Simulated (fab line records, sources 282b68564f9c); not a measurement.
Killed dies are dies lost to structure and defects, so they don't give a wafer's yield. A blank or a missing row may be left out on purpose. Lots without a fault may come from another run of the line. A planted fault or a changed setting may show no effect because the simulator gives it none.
A struck lot beside a sound one | flow rit_cmos | 18 steps out of a route of 202
Sound: wafers L266.3, L266.4, L266.6. Struck: wafers L270.3, L270.5, L270.6. The cause comes at the end.
At each step with rows: each side's tool, then ch and its chambers, then its first start. Under that, the readings that differ: sound wafers | struck wafers | difference of the means | sigmas: that difference in standard deviations of wafers without a fault.
alike: readings whose means differ by less than 2 such deviations, and words and numbers that are the same on both sides. not compared: withheld readings, readings that some wafer has no value for, bounds like >300 that may hide the same value, and numbers for which the record gives no deviation and whose values overlap.
The two part at a step that has a row with sigmas, a row that says differs or no value, or rows on one side only. Numbers that don't overlap but have no deviation are shown without sigmas and don't part them. A reading that every wafer of one side lacks parts them only if that side has two wafers or more.

RIT_CONTACT_OVL_MEAS_09:
  sound on overlay-01, day 6 15:52; struck on overlay-01, day 7 08:25
  alike: CONTACT_OVL
then, 1 step without rows for these wafers: RIT_CONTACT_HARDBAKE_10 (time 60 s).
RIT_CONTACT_ETCH_11: etches SiO2 in CHF3/CF4/Ar, stops on TiSi2, target depth 480 nm, time 320 s.
  sound on rie_diel-01 ch 1,2, day 6 16:02; struck on rie_diel-04 ch 1,3, day 7 08:35
  alike: drypump_motor_current_A, oes_product_au, throttle_valve_pct
  not compared: rf_hours_counter_h
RIT_CONTACT_STRIP_12: strips in O2, time 180 s.
  sound on plasma_asher-02 ch 0,1, day 6 16:17; struck on plasma_asher-04 ch 0,1, day 7 08:51
  alike: drypump_motor_current_A
  not compared: rf_hours_counter_h
RIT_CONTACT_CD_MEAS_90: target cd 1000 nm.
  sound on cd_sem-01, day 6 16:26; struck on cd_sem-02, day 7 09:00
  alike: cd_nm
then, 2 steps without rows for these wafers: RIT_CONTACT_CLEAN_13 (cleans in SC1, time 600 s); RIT_CONTACT_CLEAN_14 (cleans in SC2, time 600 s).
RIT_M1_SPUTTER_00: material Al, target thk 400 nm, time 500 s.
  sound on pvd_sputter-01, day 6 16:52; struck on pvd_sputter-03, day 7 09:27
  alike: throttle_valve_pct
RIT_M1_RS_MEAS_01: measures by four-point-probe.
  sound on film_metro-01, day 6 17:13; struck on film_metro-01, day 7 09:47
  alike: M1_AL_RS
RIT_M1_THK_MEAS_02: measures by xrf.
  sound on film_metro-01, day 6 17:19; struck on film_metro-01, day 7 09:53
  alike: M1_AL_THK
then, 2 steps without rows for these wafers: RIT_M1_HMDS_03 (prime time 60 s); RIT_M1_COAT_04 (resist thk 1300 nm).
RIT_M1_SOFTBAKE_05: time 60 s.
  sound on litho_track-03 ch 0, day 6 17:42; struck on litho_track-03 ch 0, day 7 10:28
  reading                  | sound             | struck            | difference | sigmas
  heater_power_total_W (W) | 34.54 34.58 34.63 | 38.07 38.13 38.04 | +3.50      | +73
  run_length_s (s)         | 88.81 88.72 89.05 | 71.76 71.62 71.79 | -17.14     | -59
then, 2 steps without rows for these wafers: RIT_M1_EXPOSE_06 (exposes mask M12, target cd 2600 nm); RIT_M1_PEB_07.
RIT_M1_DEVELOP_08: develop time 68 s.
  sound on litho_track-04 ch 0; struck on litho_track-04 ch 0
  not compared: model.NOVOLAK_of_M1_COAT_04.thk_nm
RIT_M1_CD_MEAS_09: target cd 2600 nm.
  sound on cd_sem-01, day 6 18:16; struck on cd_sem-02, day 7 11:10
  alike: cd_nm
RIT_M1_PROBE_99:
  sound on prober-02, day 7 00:12; struck on prober-02, day 7 15:09
  reading                  | sound             | struck            | difference | sigmas
  defect_limited_yield (%) | 95.8 95.5 97.0    | 98.9 98.5 98.9    | +2.7       | +3
  killed_at_front_end      | 11 12 8           | 3 4 3             | -7         | -3
  killed_dies              | 11 12 8           | 3 4 3             | -7         | -3
  sort_bin_3_pad_short (%) | 0 1.1 0.4         | 0 0 0             | +0         | -2
  sort_n_pass              | 253.0 252.0 256.0 | 261.0 260.0 261.0 | +7.0       | +3
  sort_yield_pct (%)       | 95.8 95.5 97.0    | 98.9 98.5 98.9    | +2.7       | +3
  alike: killed_open, killed_short, sort_bin_5_function, sort_bin_6_memory

WHERE THEY PART
First at RIT_M1_SOFTBAKE_05; last, within this record, at RIT_M1_PROBE_99.

WHY: what the simulator had put in
Process parameter drift: litho_track-03, from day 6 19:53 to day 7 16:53, at RIT_M1_SOFTBAKE_05. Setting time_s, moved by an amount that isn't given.
